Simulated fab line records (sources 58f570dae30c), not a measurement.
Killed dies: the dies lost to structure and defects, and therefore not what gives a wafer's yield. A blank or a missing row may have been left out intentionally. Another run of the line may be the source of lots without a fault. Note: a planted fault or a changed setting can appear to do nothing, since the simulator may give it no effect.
Split-lot experiment :: flow berkeley_cmos170 :: route with 331 steps; 5 lots, 23 wafers read

ABOUT THE SPLIT
At UCB170_PWELL_CVD_05 (deposits Si3N4 from SiH2Cl2/NH3, target thk 220 nm, time 3300 s), the setting pressure_mtorr was moved away from the recipe's 200 mTorr on 15 of the 23 wafers read, by -4.8% to +14.7%. For the rest of the wafers, this setting stayed at what the recipe calls for.

The file shows no step between the split and the reading.

THE READING
PWELL_NITRIDE_THK (nm), taken at UCB170_PWELL_THK_MEAS_06. Typical for fault-free wafers on this fab line: 220.9 nm, with standard deviation 1.4 nm.

wafer: L075.1
tool, chamber at the split: -, -
pressure_mtorr as run, mTorr: 190.3
against the recipe: -4.8%
PWELL_NITRIDE_THK, nm: 218.0
against lot-mates on the recipe: no lot-mate on the recipe

wafer: L075.2
tool, chamber at the split: -, -
pressure_mtorr as run, mTorr: 190.3
against the recipe: -4.8%
PWELL_NITRIDE_THK, nm: 216.7
against lot-mates on the recipe: no lot-mate on the recipe

wafer: L075.3
tool, chamber at the split: -, -
pressure_mtorr as run, mTorr: 190.3
against the recipe: -4.8%
PWELL_NITRIDE_THK, nm: 219.7
against lot-mates on the recipe: no lot-mate on the recipe

wafer: L075.4
tool, chamber at the split: -, -
pressure_mtorr as run, mTorr: 190.3
against the recipe: -4.8%
PWELL_NITRIDE_THK, nm: 219.3
against lot-mates on the recipe: no lot-mate on the recipe

wafer: L075.5
tool, chamber at the split: -, -
pressure_mtorr as run, mTorr: 190.3
against the recipe: -4.8%
PWELL_NITRIDE_THK, nm: 218.8
against lot-mates on the recipe: no lot-mate on the recipe

wafer: L076.1
tool, chamber at the split: -, -
pressure_mtorr as run, mTorr: 229.4
against the recipe: +14.7%
PWELL_NITRIDE_THK, nm: 231.7
against lot-mates on the recipe: no lot-mate on the recipe

wafer: L076.3
tool, chamber at the split: -, -
pressure_mtorr as run, mTorr: 229.4
against the recipe: +14.7%
PWELL_NITRIDE_THK, nm: 229.5
against lot-mates on the recipe: no lot-mate on the recipe

wafer: L076.4
tool, chamber at the split: -, -
pressure_mtorr as run, mTorr: 229.4
against the recipe: +14.7%
PWELL_NITRIDE_THK, nm: 228.6
against lot-mates on the recipe: no lot-mate on the recipe

wafer: L076.5
tool, chamber at the split: -, -
pressure_mtorr as run, mTorr: 229.4
against the recipe: +14.7%
PWELL_NITRIDE_THK, nm: 230.5
against lot-mates on the recipe: no lot-mate on the recipe

wafer: L076.6
tool, chamber at the split: -, -
pressure_mtorr as run, mTorr: 229.4
against the recipe: +14.7%
PWELL_NITRIDE_THK, nm: 230.6
against lot-mates on the recipe: no lot-mate on the recipe

wafer: L078.1
tool, chamber at the split: lpcvd-01, 0
pressure_mtorr as run, mTorr: 200
against the recipe: recipe
PWELL_NITRIDE_THK, nm: 219.1
against lot-mates on the recipe: -

wafer: L078.3
tool, chamber at the split: lpcvd-01, 0
pressure_mtorr as run, mTorr: 200
against the recipe: recipe
PWELL_NITRIDE_THK, nm: 219.8
against lot-mates on the recipe: -

wafer: L078.5
tool, chamber at the split: lpcvd-01, 0
pressure_mtorr as run, mTorr: 200
against the recipe: recipe
PWELL_NITRIDE_THK, nm: 218.7
against lot-mates on the recipe: -

wafer: L079.1
tool, chamber at the split: -, -
pressure_mtorr as run, mTorr: 221.5
against the recipe: +10.7%
PWELL_NITRIDE_THK, nm: 227.6
against lot-mates on the recipe: no lot-mate on the recipe

wafer: L079.2
tool, chamber at the split: -, -
pressure_mtorr as run, mTorr: 221.5
against the recipe: +10.7%
PWELL_NITRIDE_THK, nm: 227.4
against lot-mates on the recipe: no lot-mate on the recipe

wafer: L079.3
tool, chamber at the split: -, -
pressure_mtorr as run, mTorr: 221.5
against the recipe: +10.7%
PWELL_NITRIDE_THK, nm: 229.5
against lot-mates on the recipe: no lot-mate on the recipe

wafer: L079.5
tool, chamber at the split: -, -
pressure_mtorr as run, mTorr: 221.5
against the recipe: +10.7%
PWELL_NITRIDE_THK, nm: 226.9
against lot-mates on the recipe: no lot-mate on the recipe

wafer: L079.6
tool, chamber at the split: -, -
pressure_mtorr as run, mTorr: 221.5
against the recipe: +10.7%
PWELL_NITRIDE_THK, nm: 229.0
against lot-mates on the recipe: no lot-mate on the recipe

wafer: L082.1
tool, chamber at the split: -, -
pressure_mtorr as run, mTorr: 200
against the recipe: recipe
PWELL_NITRIDE_THK, nm: 220.4
against lot-mates on the recipe: -

wafer: L082.2
tool, chamber at the split: -, -
pressure_mtorr as run, mTorr: 200
against the recipe: recipe
PWELL_NITRIDE_THK, nm: 217.8
against lot-mates on the recipe: -

wafer: L082.3
tool, chamber at the split: -, -
pressure_mtorr as run, mTorr: 200
against the recipe: recipe
PWELL_NITRIDE_THK, nm: 220.6
against lot-mates on the recipe: -

wafer: L082.4
tool, chamber at the split: -, -
pressure_mtorr as run, mTorr: 200
against the recipe: recipe
PWELL_NITRIDE_THK, nm: 218.9
against lot-mates on the recipe: -

wafer: L082.6
tool, chamber at the split: -, -
pressure_mtorr as run, mTorr: 200
against the recipe: recipe
PWELL_NITRIDE_THK, nm: 220.6
against lot-mates on the recipe: -

THE FIT
A straight line over all 23 wafers: PWELL_NITRIDE_THK changes by +0.656 nm for each +1% of pressure_mtorr; r = +0.97; the points scatter about the line by 1.4 nm.
Too few moved wafers have a lot-mate on the recipe to fit a line with each lot's own level taken away.

THE WHOLE CHAIN: every reading that the file lists as answering this split, in the file's order
step: UCB170_PWELL_CVD_05
what it does: deposits Si3N4 from SiH2Cl2/NH3, target thk 220 nm, time 3300 s
reading: Si3N4_of_PWELL_CVD_05.thk_nm (the simulator's own value, which no gauge read)
change (the file's fit): +0.656 nm for each +1% of the setting
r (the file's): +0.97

step: UCB170_PWELL_THK_MEAS_06
what it does: 
reading: PWELL_NITRIDE_THK
change (the file's fit): +0.657 for each +1% of the setting
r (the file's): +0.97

step: UCB170_PWELL_ETCH_14
what it does: etches Si3N4 in CH3F/Ar/O2, stops on SiO2, target depth 242 nm, time 151 s
reading: etch.depth_nm (the simulator's own value, which no gauge read)
change (the file's fit): +0.687 nm for each +1% of the setting
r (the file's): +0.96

FILE'S OWN FIT
PWELL_NITRIDE_THK changes by +0.657 nm for each +1% of pressure_mtorr, r = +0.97.
